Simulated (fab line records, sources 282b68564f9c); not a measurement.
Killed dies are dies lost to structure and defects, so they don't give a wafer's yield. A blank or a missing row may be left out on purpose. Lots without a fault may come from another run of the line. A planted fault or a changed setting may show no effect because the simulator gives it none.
Problem report in the 8D (eight disciplines) form, filled by code | flow rit_cmos | the parts of the form that need people (team, actions taken, sign-off) are left out

1. THE PROBLEM
NSD_RS at RIT_SDANNEAL_RS_MEAS_05 reads a mean of 81.75 ohm/sq on 9 wafers of 3 lots; wafers without a fault read 84.48 ohm/sq with a standard deviation of 0.26. That is -11 standard deviations from the usual mean.
The step: measures by four-point-probe.
First seen on wafer L958.1, day 6 13:49, on film_metro-03. The record holds 45 wafers of 15 lots with a number at this step. Rule for "out", or "out of limits": more than 4 standard deviations from the usual mean. The other wafers with a number count as sound.

2. WHAT IT IS AND WHAT IT IS NOT
question                    | is                           | is not
which readings at this step | NSD_RS                       | -
which lots                  | L958, L959, L960             | L942, L943, L944, L945, L946, L948, L949, L950, L954, L955, L961, L965
which wafers of those lots  | all that have a number       | -
read on which gauges        | film_metro-03, film_metro-04 | film_metro-02
when                        | from day 6 13:49             | up to then (30 sound wafers); but 6 sound wafers of L961, L965 came after

3. SUSPECTS, AND WHAT RULES EACH OUT
Counting: a tool at a process step up to the reading stays a suspect if it ran every lot that is out and no sound lot after the first of them.
- the gauge at RIT_SDANNEAL_RS_MEAS_05: ruled out. The wafers that are out were read on 2 gauges (film_metro-03, film_metro-04).
- implanter-02 at RIT_NSD_IMPLANT_08: kept. It ran every lot that is out, first L958 (day 6 11:03), and no sound lot after that; its last sound lot up to then is L955 (day 5 22:52). Its own readings are out on those wafers: dose_ions_cm2.
Left after counting: implanter-02 at RIT_NSD_IMPLANT_08.

4. THE CAUSE (what the simulator had put in)
Process parameter drift: implanter-02, from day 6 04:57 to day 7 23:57, at RIT_NSD_IMPLANT_08. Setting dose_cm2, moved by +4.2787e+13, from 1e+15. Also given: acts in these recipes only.
Counting left only this tool.

5. THE CHAIN OF EFFECTS, in route order
Each row: a reading whose mean over the struck wafers that have a number lies more than 3 standard deviations from the usual. Only readings for which the record gives a usual standard deviation are gone through. hours: the time from each lot's start at the first step in this table that gives one to its start at this step, as a median over the lots. sigmas: the change in usual standard deviations.
hours | step                    | reading       | usual        | on struck wafers | change      | sigmas
0     | RIT_NSD_IMPLANT_08      | dose_ions_cm2 | 1.0001e+15   | 1.0424e+15       | +4.2322e+13 | +33
3     | RIT_SDANNEAL_RS_MEAS_05 | NSD_RS        | 84.48 ohm/sq | 81.75            | -2.73       | -11
The process steps in it:
- RIT_NSD_IMPLANT_08
Later measuring or inspecting steps at which every struck wafer that the step has a row for has a number for every such reading, and none has moved that far: RIT_CONTACT_CD_MEAS_08, RIT_M1_OVL_MEAS_10.

6. WHAT WOULD HAVE CAUGHT IT SOONER
In this record the first reading out of limits at a measuring or inspecting step was taken at day 6 13:49, 9 hours after the fault began at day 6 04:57.
The tool's own readings at RIT_NSD_IMPLANT_08 were out on every struck wafer that the step has a row for (dose_ions_cm2): an alarm limit on them would have fired on the first of those.
Of the lots that are out (3), L959, L960 began RIT_NSD_IMPLANT_08 on implanter-02 after day 6 13:49. A hold on the tool at that time would have spared those 2.
